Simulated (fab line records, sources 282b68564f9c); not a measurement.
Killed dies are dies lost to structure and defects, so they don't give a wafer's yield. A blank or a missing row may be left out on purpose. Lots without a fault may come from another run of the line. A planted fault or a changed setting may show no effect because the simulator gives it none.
Which tool did it? | flow rit_cmos | 14 lots, 42 wafers sampled, at 2 steps of a route of 202

WHAT THE GAUGES READ, wafer by wafer
RIT_FOX1_THK_MEAS_01.
lot  | measured    | on            | FOX1_OXIDE_THK (nm)
L356 | day 1 17:52 | film_metro-03 | 352 351 360
L357 | day 1 23:22 | film_metro-01 | 363 360 355
L358 | day 2 03:14 | film_metro-03 | 357 360 354
L359 | day 2 10:11 | film_metro-01 | 355 365 365
L360 | day 2 14:14 | film_metro-03 | 359 361 359
L363 | day 3 05:53 | film_metro-01 | 345 342 350
L364 | day 3 09:10 | film_metro-01 | 222 230 227
L366 | day 3 21:22 | film_metro-01 | 357 357 350
L368 | day 4 06:50 | film_metro-02 | 345 345 347
L370 | day 4 16:44 | film_metro-03 | 223 225 220
L372 | day 5 01:20 | film_metro-01 | 363 368 368
L373 | day 5 06:20 | film_metro-03 | 342 340 347
L376 | day 5 22:34 | film_metro-01 | 361 364 367
L377 | day 6 02:26 | film_metro-01 | 363 369 372

WHICH TOOL RAN EACH LOT (tool, then ch and the chambers of the sampled wafers, then the start)
lot  | RIT_FOX1_OXIDATION_00
L356 | furnace-01 ch 0, day 1 16:32
L357 | furnace-04 ch 0, day 1 22:03
L358 | furnace-04 ch 0, day 2 01:55
L359 | furnace-04 ch 0, day 2 08:51
L360 | furnace-03 ch 0, day 2 12:55
L363 | furnace-03 ch 0, day 3 04:32
L364 | furnace-03 ch 0, day 3 07:51
L366 | furnace-04 ch 0, day 3 20:03
L368 | furnace-01 ch 0, day 4 05:31
L370 | furnace-03 ch 0, day 4 15:24
L372 | furnace-04 ch 0, day 5 00:00
L373 | furnace-01 ch 0, day 5 05:01
L376 | furnace-04 ch 0, day 5 21:15
L377 | furnace-04 ch 0, day 6 01:07
- RIT_FOX1_OXIDATION_00: target thk 350.7 nm, ox time 1130 s.

WHAT THE TOOLS THEMSELVES READ (means of the sampled wafers that have a number; where no wafer has one, the mark that the record gives instead)
RIT_FOX1_OXIDATION_00.
lot  | tool       | ox_temp_c (C) | spike_tc_centre_C (C) | tube_center_temp_C (C) | zone_power_load_pct (%)
L356 | furnace-01 | 1100.0        | 1102.2                | 1100                   | 35
L357 | furnace-04 | 1100.0        | 1103.0                | 1100                   | 46
L358 | furnace-04 | 1100.5        | 1105.0                | 1100                   | 46
L359 | furnace-04 | 1100.3        | 1104.6                | 1100                   | 45
L360 | furnace-03 | 1099.8        | 1101.7                | 1100                   | 37
L363 | furnace-03 | 1100.4        | 1101.7                | 1100                   | 37
L364 | furnace-03 | 1100.1        | 1101.8                | 1100                   | 37
L366 | furnace-04 | 1100.1        | 1104.3                | 1100                   | 45
L368 | furnace-01 | 1100.4        | 1102.9                | 1100                   | 35
L370 | furnace-03 | 1100.1        | 1101.7                | 1100                   | 37
L372 | furnace-04 | 1100.0        | 1103.7                | 1100                   | 45
L373 | furnace-01 | 1100.4        | 1101.0                | 1100                   | 35
L376 | furnace-04 | 1100.0        | 1104.0                | 1100                   | 46
L377 | furnace-04 | 1100.4        | 1103.9                | 1100                   | 45

THE ANSWER, worked out from the rows above alone
Rule: what is usual is taken from the lots themselves. Put in order of their means at a reading, lots are off if they are a third of the lots or fewer, leave a main group of 4 or more, and stand apart from it by a gap of 3 or more times the standard deviation of the main group's means; of several such gaps the widest counts. A main group whose means are all the same, to the digits that the tables above print for the reading, isn't used. A lot without any number at a reading at which 4 lots or more have one is off too. The other lots that the step has rows for count as sound. The gauges are gone through in route order, then the tools' own readings, and for those a lot's mean is taken as printed above. The first step at which some lot is off is used, and at that step the reading that is off furthest; a lot without a number counts as furthest.
Off: L364, L370, at RIT_FOX1_THK_MEAS_01 (FOX1_OXIDE_THK). The main group: mean 357 nm, standard deviation 7.9.
A tool fits if, at a process step before that reading, it ran every lot that is off, and no sound lot after the first of them. The gauges at RIT_FOX1_THK_MEAS_01 are tried like those tools. One fits: furnace-03 at RIT_FOX1_OXIDATION_00. Its last sound lot is L363 (day 3 04:32), its first lot that is off L364 (day 3 07:51): a fault that began between those two fits.

WHAT THE SIMULATOR HAD PUT IN
Process parameter drift: furnace-03, from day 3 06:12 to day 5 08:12, at RIT_FOX1_OXIDATION_00. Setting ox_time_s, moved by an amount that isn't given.
Lots struck among those shown: L364, L370. The rule above found the same.
